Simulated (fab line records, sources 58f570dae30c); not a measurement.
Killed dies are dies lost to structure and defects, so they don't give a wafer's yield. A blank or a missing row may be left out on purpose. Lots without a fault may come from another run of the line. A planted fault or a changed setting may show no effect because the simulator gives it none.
fab line records | flow berkeley_cmos170
record lots=14 wafers=42 last_day=12
route steps=331 shown SILICIDE@214 CONTACT@226 V1@255 V2@293
lots that met no fault: from a run of the same line without faults
start_h: hours from the record's first day to the start of the lot's first wafer shown | wait_h: hours since the lot's step before | " the same as in the row above | L1.1+2: a row that stands for several wafers | - no value, or no start given | * or withheld: withheld | < > ~ a bound
route shown NAME@n: a module of which the file shows steps, and the number in the route of the first | usual: mean/standard deviation of fault-free wafers | same: alike in all rows | chamber/n: place in a boat | sites: the reading at each site | _std_site: their standard deviation | _edge_site: outer sites' mean less inner sites' | radius_mm: how far each site lies from the wafer's centre | mask NAME#n: copy n | behind: the tool/chamber that last shaped the wafer | hold: why the lot was held/for how many hours/how that ended | device: the transistor (n, p or np) that didn't switch | end of line: the same wafers' tests at the end of the route | a step without rows: its recipe alone | killed: dies lost to structure and defects at the first sort, not the wafer's yield | map: a wafer's dies, x killed, . not, _ none there
set.NAME: the setting as run; set.NAME@STEP: as run at that earlier step | model.NAME: the simulator's own value behind a step, which no gauge read
steps of the route over a sample of lots; a table a step, a row a wafer
## steps
# step UCB170_SILICIDE_RTA_04
# recipe temp_c=650 time_s=15 ambient=N2
# usual lamp_power_pct=9.97/0.24 wafer_temp_C_max=652.3/0.51
# columns lot.wafer tool chamber start_h wait_h lamp_power_pct wafer_temp_C_max
L812.1 rtp_anneal-01 0 135.84 0.1 10.21 651.8
L812.3 " 0 " " 10.21 651.9
L812.5 " 0 " " 10.21 652.3
L813.2 rtp_anneal-02 0 139.25 0.1 9.74 651.7
L813.4 " 0 " " 9.73 652.6
L813.6 " 0 " " 9.73 652.3
L814.1 rtp_anneal-01 0 139.78 0.1 10.20 651.8
L814.5 " 0 " " 10.22 652.4
L814.6 " 0 " " 10.21 652.7
L816.1 rtp_anneal-02 0 160.39 0.1 9.74 651.9
L816.3 " 0 " " 9.73 651.7
L816.6 " 0 " " 9.73 652.3
L818.2 rtp_anneal-02 0 170.90 0.1 9.73 652.3
L818.4 " 0 " " 9.72 652.2
L818.6 " 0 " " 9.74 651.6
L819.1 rtp_anneal-01 0 171.08 0.1 10.21 651.5
L819.2 " 0 " " 10.22 652.2
L819.5 " 0 " " 10.22 652.1
L820.2 rtp_anneal-02 0 179.85 0.1 9.74 652.4
L820.3 " 0 " " 9.72 652.9
L820.5 " 0 " " 9.72 652.4
L823.1 rtp_anneal-02 0 202.49 0.1 9.73 653.3
L823.2 " 0 " " 9.74 652.2
L823.6 " 0 " " 9.73 652.5
L826.1 rtp_anneal-01 0 212.88 0.1 10.21 652.3
L826.3 " 0 " " 10.20 652.8
L826.4 " 0 " " 10.20 652.1
L828.2 rtp_anneal-02 0 228.94 0.1 9.73 652.1
L828.4 " 0 " " 9.75 651.8
L828.5 " 0 " " 9.74 653.0
L830.1 rtp_anneal-02 0 229.26 0.1 9.74 652.3
L830.2 " 0 " " 9.74 652.6
L830.3 " 0 " " 9.73 652.0
L832.1 rtp_anneal-01 0 229.69 0.1 10.22 652.0
L832.3 " 0 " " 10.22 650.9
L832.6 " 0 " " 10.22 651.8
L833.1 rtp_anneal-02 0 257.32 0.1 9.73 652.6
L833.2 " 0 " " 9.73 652.5
L833.5 " 0 " " 9.73 652.7
L835.1 rtp_anneal-01 0 257.54 0.1 10.21 651.7
L835.4 " 0 " " 10.22 651.4
L835.6 " 0 " " 10.20 652.3
# step UCB170_CONTACT_COAT_10
# recipe resist=KrF spin_rpm=1500 resist_thk_nm=900
# usual spin_speed_rpm=1499.9/0.96
# columns lot.wafer tool chamber start_h wait_h spin_speed_rpm
L812.1 litho_track-03 0 138 - 1499.8
L812.3 " 0 " " 1499.7
L812.5 " 0 139 - 1500.8
L814.1 litho_track-02 0 144 - 1499.7
L814.5 " 0 " " 1498.7
L814.6 " 0 " " 1499.7
L813.2 litho_track-03 0 144 - 1501.2
L813.4 " 0 145 - 1500.9
L813.6 " 0 " " 1498.6
L816.1 litho_track-02 0 164 - 1502.3
L816.3 " 0 " " 1499.2
L816.6 " 0 " " 1500.4
L819.1 litho_track-02 0 175 - 1500.3
L819.2 " 0 " " 1501.1
L819.5 " 0 176 - 1500.3
L818.2 litho_track-03 0 175 - 1499.6
L818.4 " 0 " " 1499.7
L818.6 " 0 176 - 1499.1
L820.2 litho_track-03 0 182 - 1500.2
L820.3 " 0 " " 1500.4
L820.5 " 0 " " 1499.0
L823.1 litho_track-01 0 205 - 1500.1
L823.2 " 0 " " 1501.0
L823.6 " 0 " " 1501.0
L826.1 litho_track-03 0 215 - 1388.0
L826.3 " 0 216 - 1387.5
L826.4 " 0 " " 1388.6
L828.2 litho_track-03 0 232 - 1387.7
L828.4 " 0 " " 1388.3
L828.5 " 0 " " 1388.6
L830.1 litho_track-02 0 232 - 1499.4
L830.2 " 0 " " 1500.6
L830.3 " 0 " " 1498.2
L832.1 litho_track-01 0 233 - 1498.4
L832.3 " 0 " " 1499.4
L832.6 " 0 " " 1499.7
L833.1 litho_track-02 0 261 - 1500.8
L833.2 " 0 " " 1500.7
L833.5 " 0 " " 1500.4
L835.1 litho_track-01 0 262 - 1499.4
L835.4 " 0 " " 1499.7
L835.6 " 0 " " 1498.9
# step UCB170_V1_THK_MEAS_01
# recipe reads=SiO2_of_V1_CVD_00
# usual V1_TEOS_THK=2017/28
# columns lot.wafer tool chamber start_h wait_h V1_TEOS_THK[nm]
L812.1 film_metro-03 - 146.10 0.1 2024
L812.3 " - " " 2011
L812.5 " - " " 2049
L814.1 film_metro-03 - 153.80 0.1 2036
L814.5 " - " " 2064
L814.6 " - " " 2057
L813.2 film_metro-02 - 153.89 0.2 1991
L813.4 " - " " 1977
L813.6 " - " " 1989
L816.1 film_metro-04 - 171.03 0.1 1971
L816.3 " - " " 2001
L816.6 " - " " 2043
L819.1 film_metro-02 - 184.72 0.1 1975
L819.2 " - " " 1984
L819.5 " - " " 2019
L818.2 film_metro-03 - 184.73 0.1 1997
L818.4 " - " " 2025
L818.6 " - " " 2018
L820.2 film_metro-04 - 191.51 0.1 2002
L820.3 " - " " 1994
L820.5 " - " " 2027
L823.1 film_metro-04 - 212.58 0.1 2000
L823.2 " - " " 2005
L823.6 " - " " 2021
L826.1 film_metro-03 - 222.40 0.1 2024
L826.3 " - " " 2039
L826.4 " - " " 2059
L830.1 film_metro-04 - 240.95 0.1 2010
L830.2 " - " " 1997
L830.3 " - " " 2021
L828.2 film_metro-03 - 240.96 0.1 2007
L828.4 " - " " 2051
L828.5 " - " " 2072
L832.1 film_metro-02 - 241.10 0.1 2006
L832.3 " - " " 1996
L832.6 " - " " 2032
L835.1 film_metro-04 - 267.82 0.1 2012
L835.4 " - " " 2030
L835.6 " - " " 2034
L833.1 film_metro-03 - 267.86 0.1 1990
L833.2 " - " " 2000
L833.5 " - " " 2009
# step UCB170_V2_THK_MEAS_01
# recipe reads=SiO2_of_V2_CVD_00
# usual V2_TEOS_THK=1997/28
# columns lot.wafer tool chamber start_h wait_h V2_TEOS_THK[nm]
L812.1 film_metro-03 - 152.11 0.1 1982
L812.3 " - " " 1997
L812.5 " - " " 2024
L814.1 film_metro-01 - 160.22 0.1 2002
L814.5 " - " " 2007
L814.6 " - " " 1992
L813.2 film_metro-01 - 160.35 0.1 1962
L813.4 " - " " 2004
L813.6 " - " " 2002
L816.1 film_metro-02 - 177.95 0.1 1992
L816.3 " - " " 1988
L816.6 " - " " 2043
L818.2 film_metro-02 - 189.75 0.1 1962
L818.4 " - " " 2000
L818.6 " - " " 1990
L819.1 film_metro-01 - 190.01 0.1 2005
L819.2 " - " " 1995
L819.5 " - " " 1978
L820.2 film_metro-02 - 196.59 0.1 1974
L820.3 " - " " 1988
L820.5 " - " " 2018
L823.1 film_metro-02 - 218.31 0.1 1964
L823.2 " - " " 1949
L823.6 " - " " 1979
L826.1 film_metro-01 - 230.28 0.1 1997
L826.3 " - " " 1979
L826.4 " - " " 2002
L828.2 film_metro-01 - 247.11 0.2 1964
L828.4 " - " " 1984
L828.5 " - " " 1997
L830.1 film_metro-02 - 247.30 0.1 2003
L830.2 " - " " 2009
L830.3 " - " " 1991
L832.1 film_metro-02 - 247.71 0.2 1918
L832.3 " - " " 1956
L832.6 " - " " 1977
L835.1 film_metro-03 - 275.51 0.1 2033
L835.4 " - " " 2034
L835.6 " - " " 2055
L833.1 film_metro-02 - 275.93 0.1 1993
L833.2 " - " " 2015
L833.5 " - " " 2049
## key
first_sign step=UCB170_CONTACT_COAT_10 reading=spin_speed_rpm direction=down sigmas=99+ usual=1499.9 struck=1388.1
effect none on later readings
met_at UCB170_CONTACT_COAT_10
struck_lots L826,L828
tester_left_out L826,L828
not_acting_at UCB170_SILICIDE_RTA_04,UCB170_V1_THK_MEAS_01,UCB170_V2_THK_MEAS_01
onset_between 182 215
fault kind=process_parameter_drift tool=litho_track-03 chamber=- onset_h=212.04 steps=UCB170_CONTACT_COAT_10 channel=spin_rpm offset=-111.23 shape=step end_h=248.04 acts_in=these_recipes_only stated=1500
# tester_left_out: of these lots the tester's yield and bins aren't shown, on N5 and GAA mostly nor the transistor test; their killed dies are dies lost to structure and defects alone, not to doping, threshold or leakage, so they don't give the yield
